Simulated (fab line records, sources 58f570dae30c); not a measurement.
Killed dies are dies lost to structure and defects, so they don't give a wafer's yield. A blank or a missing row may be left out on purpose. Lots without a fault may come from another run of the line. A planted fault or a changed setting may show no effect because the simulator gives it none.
Which tool did it? | flow berkeley_cmos170 | 13 lots, 39 wafers sampled, at 4 steps of a route of 331

WHAT THE GAUGES READ, wafer by wafer
UCB170_FIELD_THK_MEAS_90.
lot  | measured     | on            | FIELD_OXIDE_LEFT_1_THK (nm)
L955 | day 5 15:21  | film_metro-04 | 431 444 446
L954 | day 5 15:22  | film_metro-01 | 452 460 462
L957 | day 6 06:31  | film_metro-02 | 448 449 441
L956 | day 6 06:32  | film_metro-01 | 445 442 445
L959 | day 6 16:12  | film_metro-02 | 432 437 444
L958 | day 6 16:13  | film_metro-01 | 425 428 432
L960 | day 6 16:14  | film_metro-04 | 429 440 439
L961 | day 7 01:01  | film_metro-04 | 424 426 430
L964 | day 8 06:05  | film_metro-02 | 425 426 425
L965 | day 8 06:06  | film_metro-01 | 434 443 427
L973 | day 10 01:38 | film_metro-02 | 451 454 439
L974 | day 10 07:16 | film_metro-01 | 433 439 434
L977 | day 10 19:08 | film_metro-01 | 443 436 437

UCB170_SCREENOX_THK_MEAS_02.
lot  | measured     | on            | SCREENOX_OXIDE_THK (nm)
L955 | day 6 04:13  | film_metro-01 | 14.23 14.07 14.37
L954 | day 6 04:17  | film_metro-01 | 14.14 14.03 13.94
L957 | day 6 18:09  | film_metro-01 | 13.78 13.72 13.83
L956 | day 6 18:10  | film_metro-03 | 13.62 13.69 13.60
L959 | day 7 02:20  | film_metro-02 | 14.47 14.41 14.56
L958 | day 7 02:17  | film_metro-02 | 14.24 14.54 14.52
L960 | day 7 02:20  | film_metro-03 | 14.42 14.48 14.44
L961 | day 7 11:34  | film_metro-01 | 14.57 14.36 14.71
L964 | day 9 00:30  | film_metro-03 | 14.50 14.52 14.28
L965 | day 9 00:34  | film_metro-03 | 14.13 14.10 14.22
L973 | day 10 12:19 | film_metro-01 | 14.40 14.22 14.40
L974 | day 10 19:25 | film_metro-03 | 14.21 14.23 14.36
L977 | day 11 07:37 | film_metro-01 | 14.28 14.46 14.39

UCB170_PLDD_OVL_MEAS_07.
lot  | measured     | on         | PLDD_OVL (nm)
L955 | day 7 09:45  | overlay-02 | 3 -4 -8
L954 | day 7 09:58  | overlay-02 | 8 9 -1
L957 | day 7 18:29  | overlay-02 | 4 1 3
L956 | day 7 18:13  | overlay-02 | 4 -2 5
L959 | day 8 14:31  | overlay-01 | 324 323 326
L958 | day 8 13:53  | overlay-01 | 7 -2 8
L960 | day 8 14:19  | overlay-02 | 8 2 -5
L961 | day 8 14:45  | overlay-02 | -4 4 7
L964 | day 10 07:46 | overlay-01 | 328 331 321
L965 | day 10 07:38 | overlay-02 | 3 8 2
L973 | day 11 18:00 | overlay-02 | -1 6 -5
L974 | day 11 21:38 | overlay-02 | -3 0 -5
L977 | day 12 09:20 | overlay-02 | 2 -1 -1

WHICH TOOL RAN EACH LOT (tool, then ch and the chambers of the sampled wafers, then the start)
lot  | UCB170_PLDD_EXPOSE_03
L955 | krf_scanner-01 ch 0, day 7 08:27
L954 | krf_scanner-01 ch 0, day 7 08:58
L957 | krf_scanner-02 ch 0, day 7 17:59
L956 | krf_scanner-01 ch 0, day 7 17:39
L959 | krf_scanner-02 ch 0, day 8 14:00
L958 | krf_scanner-02 ch 0, day 8 13:10
L960 | krf_scanner-01 ch 0, day 8 13:38
L961 | krf_scanner-01 ch 0, day 8 14:14
L964 | krf_scanner-02 ch 0, day 10 07:13
L965 | krf_scanner-01 ch 0, day 10 06:59
L973 | krf_scanner-01 ch 0, day 11 16:26
L974 | krf_scanner-01 ch 0, day 11 20:05
L977 | krf_scanner-01 ch 0, day 12 08:50
- UCB170_PLDD_EXPOSE_03: exposes mask PSELECT, target cd 1200 nm.

WHAT THE TOOLS THEMSELVES READ (means of the sampled wafers that have a number; where no wafer has one, the mark that the record gives instead)
UCB170_PLDD_EXPOSE_03.
lot  | tool           | stage_vel_mm_s (mm/s)
L955 | krf_scanner-01 | 500.30
L954 | krf_scanner-01 | 500.04
L957 | krf_scanner-02 | 499.73
L956 | krf_scanner-01 | 499.85
L959 | krf_scanner-02 | 500.00
L958 | krf_scanner-02 | 499.89
L960 | krf_scanner-01 | 499.97
L961 | krf_scanner-01 | 500.31
L964 | krf_scanner-02 | 500.12
L965 | krf_scanner-01 | 499.95
L973 | krf_scanner-01 | 500.27
L974 | krf_scanner-01 | 499.97
L977 | krf_scanner-01 | 499.63

THE ANSWER, worked out from the rows above alone
Rule: what is usual is taken from the lots themselves. Put in order of their means at a reading, lots are off if they are a third of the lots or fewer, leave a main group of 4 or more, and stand apart from it by a gap of 3 or more times the standard deviation of the main group's means; of several such gaps the widest counts. A main group whose means are all the same, to the digits that the tables above print for the reading, isn't used. A lot without any number at a reading at which 4 lots or more have one is off too. The other lots that the step has rows for count as sound. The gauges are gone through in route order, then the tools' own readings, and for those a lot's mean is taken as printed above. The first step at which some lot is off is used, and at that step the reading that is off furthest; a lot without a number counts as furthest.
Off: L959, L964, at UCB170_PLDD_OVL_MEAS_07 (PLDD_OVL). The main group: mean 2 nm, standard deviation 2.6.
A tool fits if, at a process step before that reading, it ran every lot that is off, and no sound lot after the first of them. The gauges at UCB170_PLDD_OVL_MEAS_07 are tried like those tools. Can't be told from this: 2 tools fit, krf_scanner-02 at UCB170_PLDD_EXPOSE_03, overlay-01 at UCB170_PLDD_OVL_MEAS_07.

WHAT THE SIMULATOR HAD PUT IN
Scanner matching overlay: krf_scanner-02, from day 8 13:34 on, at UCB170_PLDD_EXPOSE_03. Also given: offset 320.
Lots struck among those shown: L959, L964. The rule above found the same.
